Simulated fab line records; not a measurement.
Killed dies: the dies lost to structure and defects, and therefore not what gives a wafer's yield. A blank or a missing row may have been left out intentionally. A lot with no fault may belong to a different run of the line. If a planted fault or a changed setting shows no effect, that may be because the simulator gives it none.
Comparing a struck lot with a sound one :: flow ritCmos :: 44 out of 202 route steps
Sound: wafers L648.1, L648.2, L648.5. Wafers L650.1, L650.2, L650.3 were the ones struck. Last of all comes the cause.
Per side, at each step with rows, come the tool, then ch with its chambers, and then its first start. Under that, the readings that differ: sound wafers :: struck wafers :: difference of the means :: sigmas: that difference in standard deviations of wafers without a fault.
alike: readings with means less than 2 such deviations apart, plus words and numbers identical on both sides. not compared: withheld readings, readings lacking a value on some wafer, bounds such as >300 that could conceal the same value, and numbers that have no deviation in the record and whose values overlap.
Wherever a step has rows on one side only, a row that says differs or no value, or a row with sigmas, the two part there. Numbers that don't overlap but have no deviation are shown without sigmas and don't part them. A reading that every wafer of one side lacks parts them only if that side has two wafers or more.

first, 1 step without rows for these wafers: RIT_PRETRO_IMPLANT_08.
RIT_PRETRO_STRIP_09: strips in O2, time 180 s.
  sound on plasmaAsher-03 ch 0,1, day 3 23:44; struck on plasmaAsher-03 ch 0,1, day 4 09:41
  alike: drypumpMotorCurrentA
  not compared: rfHoursCounterH
RIT_PRETRO_TW_MEAS_10:
  sound on filmMetro-04, day 3 23:55; struck on filmMetro-02, day 4 09:52
reading: PRETRO_TW
sound: 472 470 472
struck: 477 479 478
difference: +7
sigmas: +2
then, 5 steps without rows for these wafers: RIT_GATE_WET_ETCH_00 (etches SiO2 in BOE, target depth 56 nm, time 60 s); RIT_GATE_CLEAN_01 (cleans in SC1, time 600 s); RIT_GATE_CLEAN_02 (cleans in dHF, time 30 s); RIT_GATE_CLEAN_03 (cleans in SC2, time 600 s); RIT_GATE_CLEAN_04 (cleans in dHF, time 62.79 s).
RIT_FOX2_THK_MEAS_91:
  sound on filmMetro-04, day 4 00:23; struck on filmMetro-03, day 4 10:20
  alike: FIELD_OXIDE_LEFT_2_THK
then, 2 steps without rows for these wafers: RIT_GATE_OXIDATION_05 (target thk 3 nm, ox time 270 s); RIT_GATE_ANNEAL_06 (time 600 s).
RIT_GATE_THK_MEAS_07:
  sound on filmMetro-01, day 4 02:50; struck on filmMetro-04, day 4 13:05
  alike: GATE_OXIDE_THK
RIT_GATE_CVD_08: deposits poly-Si from SiH4, target thk 250 nm, time 2220 s.
  sound on lpcvd-02 ch 1, day 4 02:53; struck on lpcvd-02 ch 1, day 4 13:09
reading: model.poly-Si_of_GATE_CVD_08.thkNm (nm)
sound: 247.9 248.1 249.1
struck: 267.6 265 266.9
difference: +18.1
sigmas: 
  alike: spikeTcCentreC, spikeTcLoadC, susceptorTempC, zonePowerLoadPct
RIT_GATE_THK_MEAS_09:
  sound on filmMetro-03, day 4 05:19; struck on filmMetro-04, day 4 14:46
reading: GATE_POLY_THK (nm)
sound: 247.7 248.1 249.2
struck: 267.4 264.9 266.8
difference: +18.0
sigmas: +6
then, 6 steps without rows for these wafers: RIT_GATE_HMDS_10 (prime time 60 s); RIT_GATE_COAT_11 (resist thk 850 nm); RIT_GATE_SOFTBAKE_12 (time 60 s); RIT_GATE_EXPOSE_13 (exposes mask M6, target cd 150 nm); RIT_GATE_PEB_14; RIT_GATE_DEVELOP_15 (develop time 50 s).
RIT_GATE_CD_MEAS_16 targets a cd of 150 nm.
  sound on cdSem-01, day 4 06:13; struck on cdSem-01, day 4 15:48
  alike: cdNm
RIT_GATE_OVL_MEAS_17:
  sound on overlay-02, day 4 06:20; struck on overlay-01, day 4 15:55
  alike: GATE_OVL
then, 1 step without rows for these wafers: RIT_GATE_HARDBAKE_18 (time 60 s).
RIT_GATE_ETCH_19: etches poly-Si in SF6/CHF3/O2, stops on SiO2, time 165 s, target depth 312.5 nm.
  sound on rieSi-02 ch 2,3, day 4 06:32; struck on rieSi-02 ch 0,1,3, day 4 16:07
reading: oesProductAu (a.u.)
sound: 0.863 0.847 0.836
struck: 0.880 0.891 0.874
difference: +0.033
sigmas: +2

reading: model.GATE.featureDepthNm (nm)
sound: 247.9 248.1 249.1
struck: 267.6 265 266.9
difference: +18.1
sigmas: 

reading: model.etch.depthNm (nm)
sound: 247.9 248.1 249.1
struck: 267.6 265 266.9
difference: +18.1
sigmas: 
  alike: CHF3_flow_sccm, drypumpMotorCurrentA, throttleValvePct
  not compared: rfHoursCounterH
RIT_GATE_STRIP_20: strips in O2, time 180 s.
  sound on plasmaAsher-03 ch 0,1, day 4 06:38; struck on plasmaAsher-03 ch 0,1, day 4 16:13
  alike: drypumpMotorCurrentA
  not compared: rfHoursCounterH
RIT_GATE_CD_MEAS_90 targets a cd of 150 nm.
  sound on cdSem-01, day 4 06:49; struck on cdSem-01, day 4 16:23
  alike: cdNm
then, 4 steps without rows for these wafers: RIT_REOX_CLEAN_00 (cleans in SC1, time 600 s); RIT_REOX_CLEAN_01 (cleans in dHF, time 30 s); RIT_REOX_CLEAN_02 (cleans in SC2, time 600 s); RIT_REOX_OXIDATION_03 (target thk 25.2 nm, ox time 5580 s).
RIT_REOX_THK_MEAS_04:
  sound on filmMetro-02, day 4 10:25; struck on filmMetro-02, day 4 19:27
  alike: REOX_OXIDE_THK
then, 6 steps without rows for these wafers: RIT_NLDD_HMDS_00 (prime time 60 s); RIT_NLDD_COAT_01 (resist thk 1000 nm); RIT_NLDD_SOFTBAKE_02 (time 60 s); RIT_NLDD_EXPOSE_03 (exposes mask M7, target cd 40700 nm); RIT_NLDD_PEB_04; RIT_NLDD_DEVELOP_05 (develop time 50 s).
RIT_NLDD_OVL_MEAS_06:
  sound on overlay-01, day 4 11:19; struck on overlay-01, day 4 20:29
  alike: NLDD_OVL
then, 2 steps without rows for these wafers: RIT_NLDD_HARDBAKE_07 (time 60 s); RIT_NLDD_IMPLANT_08.
RIT_NLDD_STRIP_09: strips in O2, time 180 s.
  sound on plasmaAsher-02 ch 0,1, day 4 11:43; struck on plasmaAsher-02 ch 0,1, day 4 20:49
  alike: drypumpMotorCurrentA
  not compared: rfHoursCounterH
RIT_NLDD_TW_MEAS_10:
  sound on filmMetro-01, day 4 11:53; struck on filmMetro-01, day 4 20:59
  alike: NLDD_TW
RIT_SDANNEAL_CLEAN_02: cleans in SC2, time 600 s.
  sound on wetBench-03 ch 1, day 4 19:02; struck on wetBench-04 ch 1, day 5 04:10
reading: model.poly-Si_of_GATE_CVD_08.thkNm (nm)
sound: 161.9 162.6 162.9
struck: 180.7 178.1 178.8
difference: +16.7
sigmas: 
  alike: tempC
RIT_M1_PROBE_99:
  sound on prober-01, day 5 02:53; struck on prober-01, day 5 11:58
reading: model.etest.nmosTurned.driveUaUm
sound: 322 334.1 328.2
struck: 283.7 289.3 287.6
difference: -41.2
sigmas: 

reading: model.etest.polyCombOverSteps.leakLog10AUm
sound: -12.96 -12.75 -12.81
struck: -8.891 -11.31 -12.59
difference: +1.910
sigmas: 
  alike: killedAtContacts, killedAtFrontEnd, killedDies, killedOpen, killedShort

## WHERE THEY PART
Earliest at RIT_PRETRO_TW_MEAS_10; latest, in this record, at RIT_GATE_ETCH_19. Later steps at which nothing parts them and some readings are alike: RIT_GATE_STRIP_20, RIT_GATE_CD_MEAS_90, RIT_REOX_THK_MEAS_04, RIT_NLDD_OVL_MEAS_06, RIT_NLDD_STRIP_09, RIT_NLDD_TW_MEAS_10, RIT_SDANNEAL_CLEAN_02, RIT_M1_PROBE_99.

WHY: what had been put in by the simulator
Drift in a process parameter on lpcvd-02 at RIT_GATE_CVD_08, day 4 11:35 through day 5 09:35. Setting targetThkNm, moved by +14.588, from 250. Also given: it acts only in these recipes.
